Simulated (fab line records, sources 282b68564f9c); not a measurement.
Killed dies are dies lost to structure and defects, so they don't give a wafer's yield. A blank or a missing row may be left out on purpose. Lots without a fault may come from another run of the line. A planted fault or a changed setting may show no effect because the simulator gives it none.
fab line records | flow rit_cmos
record lots=14 wafers=42 last_day=7
route steps=202 shown ACTIVE@12 GATE@85 REOX@101 M1@202
lots that met no fault: from a run of the same line without faults
start_h: hours from the record's first day to the start of the lot's first wafer shown | wait_h: hours since the lot's step before | " the same as in the row above | L1.1+2: a row that stands for several wafers | - no value, or no start given | * or withheld: withheld | < > ~ a bound
route shown NAME@n: a module of which the file shows steps, and the number in the route of the first | usual: mean/standard deviation of fault-free wafers | same: alike in all rows | chamber/n: place in a boat | sites: the reading at each site | _std_site: their standard deviation | _edge_site: outer sites' mean less inner sites' | radius_mm: how far each site lies from the wafer's centre | mask NAME#n: copy n | behind: the tool/chamber that last shaped the wafer | hold: why the lot was held/for how many hours/how that ended | device: the transistor (n, p or np) that didn't switch | end of line: the same wafers' tests at the end of the route | a step without rows: its recipe alone | killed: dies lost to structure and defects at the first sort, not the wafer's yield | map: a wafer's dies, x killed, . not, _ none there
set.NAME: the setting as run; set.NAME@STEP: as run at that earlier step | model.NAME: the simulator's own value behind a step, which no gauge read
steps of the route over a sample of lots; a table a step, a row a wafer
services: from which hour (start_h, from the record's first day; less than 0 if before it) a tool's chamber was out of use, for how many hours, and why
## steps
# step RIT_ACTIVE_CD_MEAS_11
# recipe target_cd_nm=1400
# usual cd_nm=1400.2/2.4
# columns lot.wafer tool chamber start_h wait_h cd_nm
L615.2 cd_sem-01 - 19.46 - 1402.0
L615.4 " - " " 1400.0
L615.6 " - " " 1400.1
L616.1 cd_sem-02 - 25.25 - 1397.4
L616.3 " - " " 1397.3
L616.4 " - " " 1397.9
L617.1 cd_sem-02 - 32.07 - 1400.6
L617.4 " - " " 1397.6
L617.6 " - " " 1399.9
L618.3 cd_sem-01 - 35.55 - 1394.8
L618.4 " - " " 1396.5
L618.6 " - " " 1397.3
L619.3 cd_sem-02 - 40.56 - 1403.1
L619.4 " - " " 1401.7
L619.6 " - " " 1401.2
L620.1 cd_sem-02 - 45.42 - 1398.4
L620.2 " - " " 1398.9
L620.6 " - " " 1398.5
L622.2 cd_sem-02 - 54.97 - 1398.9
L622.3 " - " " 1400.8
L622.4 " - " " 1401.5
L624.1 cd_sem-02 - 69.78 - 1399.3
L624.2 " - " " 1402.7
L624.4 " - " " 1401.9
L625.1 cd_sem-01 - 69.89 - 1402.6
L625.4 " - " " 1402.2
L625.5 " - " " 1401.1
L627.1 cd_sem-01 - 81.70 - 1403.9
L627.3 " - " " 1403.8
L627.5 " - " " 1403.2
L628.2 cd_sem-02 - 86.60 - 1405.5
L628.4 " - " " 1403.8
L628.6 " - " " 1407.0
L632.1 cd_sem-01 - 106.18 - 1401.9
L632.3 " - " " 1400.6
L632.5 " - " " 1401.8
L635.1 cd_sem-01 - 120.10 - 1402.1
L635.5 " - " " 1399.2
L635.6 " - " " 1399.3
L636.2 cd_sem-01 - 124.99 - 1399.6
L636.3 " - " " 1398.9
L636.4 " - " " 1399.6
# step RIT_ACTIVE_STRIP_14
# recipe chemistry=O2 time_s=180 resist=NOVOLAK platen_temp_c=withheld power_w=500 pressure_mtorr=4000 o2_flow_sccm=4000
# usual drypump_motor_current_A=5.6/0.35
# columns lot.wafer tool chamber start_h wait_h drypump_motor_current_A rf_hours_counter_h
L615.2 plasma_asher-02 0 19.84 0.1 5.0 38
L615.4 " 1 " " 6.0 -
L615.6 " 0 " " 5.0 -
L616.1 plasma_asher-03 0 25.65 0.1 5.7 38
L616.3 " 1 " " 5.5 -
L616.4 " 0 " " 5.7 -
L617.1 plasma_asher-02 0 32.47 0.1 5.0 39
L617.4 " 0 " " 5.0 -
L617.6 " 1 " " 6.0 -
L618.3 plasma_asher-02 1 35.97 0.1 6.0 -
L618.4 " 0 " " 5.0 -
L618.6 " 1 " " 6.0 -
L619.3 plasma_asher-04 1 40.98 0.1 6.0 -
L619.4 " 0 " " 5.5 -
L619.6 " 0 " " 5.5 -
L620.1 plasma_asher-04 1 45.83 0.1 6.0 25
L620.2 " 0 " " 5.5 25
L620.6 " 1 " " 6.1 -
L622.2 plasma_asher-02 0 55.36 0.1 5.0 42
L622.3 " 0 " " 5.0 -
L622.4 " 1 " " 6.0 -
L624.1 plasma_asher-02 1 70.18 0.1 6.0 43
L624.2 " 0 " " 5.0 43
L624.4 " 0 " " 5.0 -
L625.1 plasma_asher-04 1 70.30 0.1 6.1 28
L625.4 " 1 " " 6.0 -
L625.5 " 0 " " 5.5 -
L627.1 plasma_asher-03 1 82.10 0.1 5.5 44
L627.3 " 0 " " 5.7 -
L627.5 " 0 " " 5.7 -
L628.2 plasma_asher-03 0 86.98 0.1 5.7 44
L628.4 " 1 " " 5.5 -
L628.6 " 0 " " 5.7 -
L632.1 plasma_asher-03 1 106.58 0.1 5.5 46
L632.3 " 1 " " 5.5 -
L632.5 " 0 " " 5.7 -
L635.1 plasma_asher-04 0 120.51 0.1 5.5 34
L635.5 " 0 " " 5.5 -
L635.6 " 1 " " 6.0 -
L636.2 plasma_asher-02 1 125.44 0.1 6.0 1
L636.3 " 1 " " 6.0 -
L636.4 " 0 " " 5.0 -
# step RIT_GATE_THK_MEAS_09
# recipe reads=poly-Si_of_GATE_CVD_08
# usual GATE_POLY_THK=251.2/2.5
# columns lot.wafer tool chamber start_h wait_h GATE_POLY_THK[nm]
L615.2 film_metro-03 - 45.15 0.0 250.6
L615.4 " - " " 251.0
L615.6 " - " " 252.5
L616.1 film_metro-01 - 52.69 0.0 249.8
L616.3 " - " " 249.1
L616.4 " - " " 249.9
L617.1 film_metro-03 - 55.44 0.0 250.6
L617.4 " - " " 250.3
L617.6 " - " " 248.2
L618.3 film_metro-01 - 57.08 0.0 250.4
L618.4 " - " " 252.6
L618.6 " - " " 251.9
L620.1 film_metro-02 - 67.45 0.0 246.5
L620.2 " - " " 246.5
L620.6 " - " " 248.7
L619.3 film_metro-01 - 67.47 0.0 254.8
L619.4 " - " " 254.5
L619.6 " - " " 255.5
L622.2 film_metro-02 - 79.42 0.0 250.1
L622.3 " - " " 253.3
L622.4 " - " " 250.7
L624.1 film_metro-02 - 92.59 0.0 250.0
L624.2 " - " " 251.3
L624.4 " - " " 252.3
L625.1 film_metro-01 - 94.01 0.0 254.2
L625.4 " - " " 252.6
L625.5 " - " " 250.6
L627.1 film_metro-02 - 106.89 0.0 247.0
L627.3 " - " " 247.3
L627.5 " - " " 247.6
L628.2 film_metro-01 - 109.58 0.0 254.9
L628.4 " - " " 257.7
L628.6 " - " " 254.7
L632.1 film_metro-01 - 127.54 0.0 251.3
L632.3 " - " " 249.8
L632.5 " - " " 252.2
L635.1 film_metro-03 - 142.19 0.0 252.6
L635.5 " - " " 253.7
L635.6 " - " " 253.9
L636.2 film_metro-01 - 146.68 0.0 250.6
L636.3 " - " " 251.6
L636.4 " - " " 252.5
# step RIT_REOX_OXIDATION_03
# recipe temp_c=900 ambient=O2 target_thk_a=252 ox_time_s=5580
# usual spike_tc_centre_C=902.6/0.98
# columns lot.wafer tool chamber start_h wait_h spike_tc_centre_C
L615.2 furnace-01 0 48.21 0.9 901.8
L615.4 " 0 " " 901.6
L615.6 " 0 " " 902.3
L616.1 furnace-01 0 54.69 0.0 900.9
L616.3 " 0 " " 904.4
L616.4 " 0 " " 903.1
L617.1 furnace-04 0 57.94 0.5 903.6
L617.4 " 0 " " 902.6
L617.6 " 0 " " 902.2
L618.3 furnace-04 0 60.49 1.2 902.1
L618.4 " 0 " " 901.4
L618.6 " 0 " " 902.6
L619.3 furnace-04 0 69.47 0.0 903.6
L619.4 " 0 " " 902.4
L619.6 " 0 " " 902.2
L620.1 furnace-03 0 69.83 0.0 903.0
L620.2 " 0 " " 904.9
L620.6 " 0 " " 902.2
L622.2 furnace-03 0 84.63 3.2 901.5
L622.3 " 0 " " 901.6
L622.4 " 0 " " 901.7
L624.1 furnace-04 0 94.78 0.1 901.7
L624.2 " 0 " " 902.5
L624.4 " 0 " " 901.2
L625.1 furnace-01 0 98.00 1.8 903.8
L625.4 " 0 " " 902.8
L625.5 " 0 " " 900.9
L627.1 furnace-04 0 109.37 0.4 882.9
L627.3 " 0 " " 884.8
L627.5 " 0 " " 883.4
L628.2 furnace-04 0 113.23 1.6 885.1
L628.4 " 0 " " 883.8
L628.6 " 0 " " 883.4
L632.1 furnace-01 0 129.99 0.0 902.4
L632.3 " 0 " " 903.6
L632.5 " 0 " " 902.7
L635.1 furnace-01 0 144.92 0.4 904.5
L635.5 " 0 " " 902.8
L635.6 " 0 " " 902.6
L636.2 furnace-03 0 149.82 0.7 902.7
L636.3 " 0 " " 904.3
L636.4 " 0 " " 903.5
# step RIT_REOX_THK_MEAS_04
# recipe reads=SiO2_of_REOX_OXIDATION_03
# usual REOX_OXIDE_THK=25.4/0.41
# columns lot.wafer tool chamber start_h wait_h REOX_OXIDE_THK[nm]
L615.2 film_metro-04 - 50.77 0.0 25.7
L615.4 " - " " 25.9
L615.6 " - " " 25.2
L616.1 film_metro-01 - 57.24 0.0 24.7
L616.3 " - " " 24.8
L616.4 " - " " 25.0
L617.1 film_metro-04 - 60.49 0.0 25.4
L617.4 " - " " 25.4
L617.6 " - " " 25.2
L618.3 film_metro-04 - 63.06 0.0 25.2
L618.4 " - " " 25.4
L618.6 " - " " 25.0
L619.3 film_metro-02 - 72.04 0.0 25.4
L619.4 " - " " 24.9
L619.6 " - " " 25.1
L620.1 film_metro-01 - 72.38 0.0 25.8
L620.2 " - " " 26.2
L620.6 " - " " 26.4
L622.2 film_metro-02 - 87.19 0.0 25.3
L622.3 " - " " 25.7
L622.4 " - " " 25.8
L624.1 film_metro-04 - 97.33 0.0 24.9
L624.2 " - " " 25.3
L624.4 " - " " 25.0
L625.1 film_metro-01 - 100.55 0.0 26.0
L625.4 " - " " 25.7
L625.5 " - " " 25.8
L627.1 film_metro-01 - 111.92 0.0 22.7
L627.3 " - " " 22.3
L627.5 " - " " 22.5
L628.2 film_metro-01 - 115.79 0.0 23.0
L628.4 " - " " 23.7
L628.6 " - " " 24.4
L632.1 film_metro-01 - 132.54 0.0 24.8
L632.3 " - " " 24.8
L632.5 " - " " 24.5
L635.1 film_metro-04 - 147.47 0.0 24.7
L635.5 " - " " 24.8
L635.6 " - " " 24.6
L636.2 film_metro-01 - 152.38 0.0 25.3
L636.3 " - " " 24.8
L636.4 " - " " 25.2
# step RIT_M1_PROBE_99
# usual killed_at_contacts=0.1/0.34 killed_at_front_end=7.0/2.9 killed_dies=7.2/2.9 killed_open=3.6/1.9 killed_short=3.5/2.1
# same gross_dies=264 killed_at_M0_to_M3=0 killed_at_M4_up=0 killed_at_back_side=0 killed_at_other=0
# columns lot.wafer tool chamber start_h wait_h killed_at_contacts killed_at_front_end killed_dies killed_open killed_short
L615.2 prober-01 - 67.48 0.1 0 8 8 4 4
L615.4 prober-01 - 67.58 0.2 0 9 9 4 5
L615.6 prober-01 - 67.68 0.2 0 6 6 5 1
L619.3 prober-02 - 88.77 0.2 0 10 10 6 4
L619.4 prober-02 - 88.82 0.2 2 4 6 3 3
L619.6 prober-02 - 88.92 0.2 1 7 8 7 1
L627.1 prober-02 - 128.71 0.1 0 6 6 6 0
L627.3 prober-02 - 128.81 0.2 0 6 6 4 2
L627.5 prober-02 - 128.91 0.2 0 5 5 4 1
L628.2 prober-02 - 132.77 0.1 0 4 4 1 3
L628.4 prober-02 - 132.87 0.2 1 3 4 2 2
L628.6 prober-02 - 132.97 0.2 0 5 5 0 5
L632.1 prober-01 - 149.06 0.1 0 7 7 5 2
L632.3 prober-01 - 149.16 0.2 0 7 7 4 3
L632.5 prober-01 - 149.26 0.2 0 9 9 6 3
L636.2 prober-01 - 169.41 0.1 0 2 2 2 0
L636.3 prober-01 - 169.46 0.2 0 6 6 3 2
L636.4 prober-01 - 169.51 0.2 0 6 6 5 1
# killed by level:class
L615.2 GATE:geometric_particle:open=3 GATE:geometric_particle:short=3 REOX:geometric_particle:open=1 SILICIDE:geometric_particle:short=1
L615.4 REOX:geometric_particle:open=3 FOX1:geometric_particle:short=2 REOX:geometric_particle:short=2 GATE:geometric_particle:short=1 GATE:geometric_particle:open=1
L615.6 FOX1:geometric_particle:open=2 GATE:geometric_particle:open=2 FOX2:geometric_particle:open=1 FOX2:geometric_particle:short=1
L619.3 GATE:geometric_particle:open=4 GATE:geometric_particle:short=3 FOX1:geometric_particle:open=2 FOX1:geometric_particle:short=1
L619.4 CONTACT:geometric_particle:open=2 FOX1:geometric_particle:open=1 GATE:geometric_particle:short=1 SPACER:geometric_particle:short=1 SILICIDE:geometric_particle:short=1
L619.6 GATE:geometric_particle:open=4 FOX1:geometric_particle:open=1 GATE:geometric_particle:short=1 SPACER:geometric_particle:open=1 CONTACT:geometric_particle:open=1
L627.1 GATE:geometric_particle:open=5 SILICIDE:geometric_particle:open=1
L627.3 SPACER:geometric_particle:open=2 GATE:geometric_particle:open=1 GATE:geometric_particle:short=1 SILICIDE:geometric_particle:short=1 SILICIDE:geometric_particle:open=1
L627.5 GATE:geometric_particle:open=2 SILICIDE:geometric_particle:open=2 SPACER:geometric_particle:short=1
L628.2 FOX1:geometric_particle:short=1 GATE:geometric_particle:open=1 GATE:geometric_particle:short=1 REOX:geometric_particle:short=1
L628.4 GATE:geometric_particle:short=2 GATE:geometric_particle:open=1 CONTACT:geometric_particle:open=1
L628.6 FOX1:geometric_particle:short=2 GATE:geometric_particle:short=2 SPACER:geometric_particle:short=1
L632.1 GATE:geometric_particle:open=2 FOX2:geometric_particle:open=1 GATE:geometric_particle:short=1 REOX:geometric_particle:open=1 SPACER:geometric_particle:open=1 SILICIDE:geometric_particle:short=1
L632.3 FOX1:geometric_particle:open=2 SILICIDE:geometric_particle:open=2 FOX2:geometric_particle:short=1 SPACER:geometric_particle:short=1 SILICIDE:geometric_particle:short=1
L632.5 SILICIDE:geometric_particle:open=3 REOX:geometric_particle:open=2 FOX1:geometric_particle:short=1 FOX2:geometric_particle:open=1 REOX:geometric_particle:short=1 SPACER:geometric_particle:short=1
L636.2 GATE:geometric_particle:open=1 REOX:geometric_particle:open=1
L636.3 FOX1:geometric_particle:short=1 REOX:geometric_particle:open=1 SPACER:geometric_particle:short=1 SPACER:geometric_particle:open=1 SILICIDE:geometric_particle:open=1 NWELL:coat_microbubble_printed=1
L636.4 FOX1:geometric_particle:open=2 GATE:geometric_particle:open=2 FOX1:geometric_particle:short=1 SILICIDE:geometric_particle:open=1
## services
# columns tool chamber start_h hours kind
plasma_asher-02 - 6.37 3.7 repair
plasma_asher-03 - 9.49 0.8 repair
furnace-01 - 27.54 3.7 pm
furnace-04 - 35.81 3.0 pm
plasma_asher-03 - 107.97 28.1 pm
plasma_asher-02 - 108.75 9.0 pm
plasma_asher-02 0 108.75 9.0 vent_cycle
plasma_asher-02 1 108.75 9.0 vent_cycle
plasma_asher-02 0 117.75 - clean
plasma_asher-02 1 117.75 - clean
furnace-03 - 134.82 2.4 pm
plasma_asher-03 - 136.07 14.6 pm
plasma_asher-04 - 138.04 2.8 pm
## key
first_sign step=RIT_REOX_OXIDATION_03 reading=spike_tc_centre_C direction=down sigmas=19 usual=902.6 struck=883.9
effect step=RIT_REOX_THK_MEAS_04 reading=REOX_OXIDE_THK direction=down sigmas=5.5 usual=25.4 struck=23.1 wafers_moved=5
met_at RIT_REOX_OXIDATION_03
struck_lots L627,L628
tester_left_out L627,L628
not_acting_at RIT_ACTIVE_CD_MEAS_11,RIT_ACTIVE_STRIP_14,RIT_GATE_THK_MEAS_09
onset_between 94.78 109.37
fault kind=process_parameter_drift tool=furnace-04 chamber=- onset_h=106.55 steps=RIT_REOX_OXIDATION_03 channel=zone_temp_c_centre offset=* shape=step end_h=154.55
# tester_left_out: of these lots the tester's yield and bins aren't shown, on N5 and GAA mostly nor the transistor test; their killed dies are dies lost to structure and defects alone, not to doping, threshold or leakage, so they don't give the yield
